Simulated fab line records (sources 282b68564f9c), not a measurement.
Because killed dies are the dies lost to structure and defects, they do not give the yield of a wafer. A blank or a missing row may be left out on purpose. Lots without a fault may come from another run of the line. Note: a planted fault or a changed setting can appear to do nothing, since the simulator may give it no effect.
The same fault as seen by 2 desks	flow rit-cmos	every desk sees just its own numbers, and what lay behind them comes last

FOR THE TOOL OWNER'S DESK: rie-diel-03
The tool's own readings at RIT_CONTACT_ETCH_11 (etches SiO2 in CHF3/CF4/Ar, stops on TiSi2, target depth 480 nm, time 320 s): means of the sampled wafers that have a number, for each lot that ran on this tool. Any lot whose mean is over 4 standard deviations away from the usual mean is out of limits and marked OUT; that distance is given in the brackets.
Columns: A = CHF3_flow_sccm at RIT_CONTACT_ETCH_11, usual 50.03 sccm; B = drypump-motor-current-A at RIT_CONTACT_ETCH_11, usual 5.45 A; C = oes-product-au at RIT_CONTACT_ETCH_11, usual 0.996 a.u.; D = run-length-s at RIT_CONTACT_ETCH_11, usual 348.1 s; E = throttle-valve-pct at RIT_CONTACT_ETCH_11, usual 8.86 %
lot	first seen here	A	B	C	D	E
L465	day 3 20:52	50.04	5.23	1.008	348.3	8.81
L469	day 4 06:39	49.92	5.36	1.004	348.6	9.03
L476	day 6 00:35	50.07	5.14	1.002	391.1 (+98) OUT	8.93
This desk's verdict: out of limits on L476, starting with L476 at day 6 00:35 (run-length-s at RIT_CONTACT_ETCH_11). Within limits: L465, L469.

METROLOGY DESK
Lot by lot, what the gauges showed, no matter which tool ran the lot: averages of those sampled wafers that carry a number. Any lot whose mean is over 4 standard deviations away from the usual mean is out of limits and marked OUT; that distance is given in the brackets.
Columns: A = PRETRO_OVL at RIT_PRETRO_OVL_MEAS_06, usual 0.5 nm
lot	first seen here	A
L465	day 2 20:11	0.5
L466	day 2 20:47	1.4
L467	day 3 01:53	-1.7
L468	day 3 04:25	-1.2
L469	day 3 09:31	-0.3
L470	day 3 15:25	1.9
L472	day 4 00:10	-0.2
L476	day 5 00:13	1.3
L481	day 5 21:58	-0.0
L482	day 6 02:46	1.5
L483	day 6 08:31	0.1
L485	day 6 17:09	0.1
L487	day 7 03:59	-2.1
This desk found nothing out of limits on any of the 13 lots.

TAKEN TOGETHER
At day 6 00:35, on L476, the tool owner's desk was in a position to raise an alarm.
From the metrology desk's view, nothing was out of limits.
The metrology desk holds a record of L476, inside its limits.
Every lot named ran RIT_CONTACT_ETCH_11 on rie-diel-03.

WHAT THE SIMULATOR PUT IN
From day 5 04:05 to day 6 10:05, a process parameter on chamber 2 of rie-diel-03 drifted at RIT_CONTACT_ETCH_11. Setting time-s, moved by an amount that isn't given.
Lots struck among those shown: L476.
Hours from the fault's start to each desk's first reading out of limits: the tool owner's desk, 21.
